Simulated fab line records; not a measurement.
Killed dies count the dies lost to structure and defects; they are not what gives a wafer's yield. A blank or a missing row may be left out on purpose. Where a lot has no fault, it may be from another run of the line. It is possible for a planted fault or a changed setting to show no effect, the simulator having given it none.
Problem report, 8D (eight disciplines) form, completed by code | flow berkeley_cmos170 | the parts of the form that need people (team, actions taken, sign-off) are left out

1. PROBLEM STATEMENT
At UCB170_M2_CD_MEAS_90, cd_nm averages 720.4 nm over 9 wafers from 3 lots, while fault-free wafers read 700.0 nm, standard deviation 2.9. Relative to the usual mean, that is a shift of +7.0 standard deviations.
The step: target cd 700 nm.
The first sign was on wafer L903.2 at day 11 08:26, on cd_sem-02. At this step, 45 wafers from 15 lots have a number in the record. Rule for "out", or "out of limits": more than 4 standard deviations from the usual mean. The other wafers with a number count as sound.

2. WHAT IT IS, AND WHAT IT ISN'T
question                    | is                     | is not
which readings at this step | cd_nm                  | -
which lots                  | L903, L905, L907       | L890, L891, L892, L893, L895, L896, L898, L902, L908, L909, L910, L912
which wafers of those lots  | all that have a number | -
read on which gauges        | cd_sem-02              | cd_sem-01
when                        | from day 11 08:26      | up to then (24 sound wafers); but 12 sound wafers of L908, L909, L910, L912 came after

3. SUSPECTS, AND WHAT RULES EACH OUT
Counting: a tool at a process step up to the reading stays a suspect if it ran every lot that is out and no sound lot after the first of them.
- the gauge at UCB170_M2_CD_MEAS_90 is ruled out. All the wafers that are out were read on cd_sem-02, but those of them that UCB170_M2_METAL_ETCH_18 has rows for are out there too, on other tools.
- pvd_sputter-02 at UCB170_M2_SPUTTER_01 (material Al, target thk 900 nm, time 120 s): ruled out as a lasting fault. The sound lots L912 went through it after L903, its earliest lot that is out (day 11 05:55).
- rie_metal-01 at UCB170_M2_METAL_ETCH_18 (etches Al in Cl2/BCl3, stops on SiO2, target depth 1170 nm, time 195 s): kept. Every lot that is out went through it, starting with L903 (day 11 08:07), and after that it ran no sound lot; the last sound lot it ran before then is L896 (day 10 04:00). Its own readings are out on those wafers: oes_product_au, rf_fwd_power_W.
Left after counting: rie_metal-01 at UCB170_M2_METAL_ETCH_18.

4. THE CAUSE (what the simulator had put in)
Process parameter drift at UCB170_M2_METAL_ETCH_18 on rie_metal-01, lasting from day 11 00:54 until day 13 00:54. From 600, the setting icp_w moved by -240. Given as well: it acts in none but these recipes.
The count eliminated every tool but this one.

5. THE EFFECT CHAIN, in route order
Each row: a reading whose mean over the struck wafers that have a number lies more than 3 standard deviations from the usual. Only readings whose record carries a usual standard deviation are examined. hours: median over the lots of the time between each lot's start at the first step of this table that gives one and its start at this step. sigmas: the change, counted in usual standard deviations.
hours | step                    | reading              | usual      | on struck wafers | change | sigmas
0     | UCB170_M2_METAL_ETCH_18 | oes_product_au       | 0.862 a.u. | 0.797            | -0.065 | -5.0
0     | UCB170_M2_METAL_ETCH_18 | rf_fwd_power_W       | 597.9 W    | 356.8            | -241.1 | -99 or more
0     | UCB170_M2_STRIP_19      | oes_product_au       | 0.529 a.u. | 0.721            | +0.192 | +13
0     | UCB170_M2_CD_MEAS_90    | cd_nm                | 700.0 nm   | 720.4            | +20.4  | +7.0
7     | UCB170_M3_PROBE_99      | defect_limited_yield | 98.8 %     | 0.0              | -98.8  | -99 or more
7     | UCB170_M3_PROBE_99      | killed_at_M0_to_M3   | 1.0        | 261.0            | +260.0 | +99 or more
7     | UCB170_M3_PROBE_99      | killed_dies          | 3.2        | 264.0            | +260.8 | +99 or more
7     | UCB170_M3_PROBE_99      | killed_on_rim        | 0.9        | 70.0             | +69.1  | +76
7     | UCB170_M3_PROBE_99      | sort_bin_5_function  | 0.7 %      | 99.3             | +98.6  | +99 or more
7     | UCB170_M3_PROBE_99      | sort_n_pass          | 260.8      | 0.0              | -260.8 | -99 or more
7     | UCB170_M3_PROBE_99      | sort_yield_pct       | 98.8 %     | 0.0              | -98.8  | -99 or more
It contains these process steps:
- UCB170_M2_METAL_ETCH_18: etches Al in Cl2/BCl3, stops on SiO2, target depth 1170 nm, time 195 s.
- UCB170_M2_STRIP_19: strips in O2.
- UCB170_M3_PROBE_99

6. WHAT WOULD HAVE CAUGHT IT SOONER
8 hours passed between the start of the fault at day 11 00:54 and the first reading out of limits at a measuring or inspecting step in this record, taken at day 11 08:26.
The tool's own readings at UCB170_M2_METAL_ETCH_18 were out on every struck wafer that the step has a row for (oes_product_au, rf_fwd_power_W): an alarm limit on them would have fired on the first of those.
Of the lots that are out (3), L905, L907 began UCB170_M2_METAL_ETCH_18 on rie_metal-01 after day 11 08:26. A hold on the tool at that time would have spared those 2.
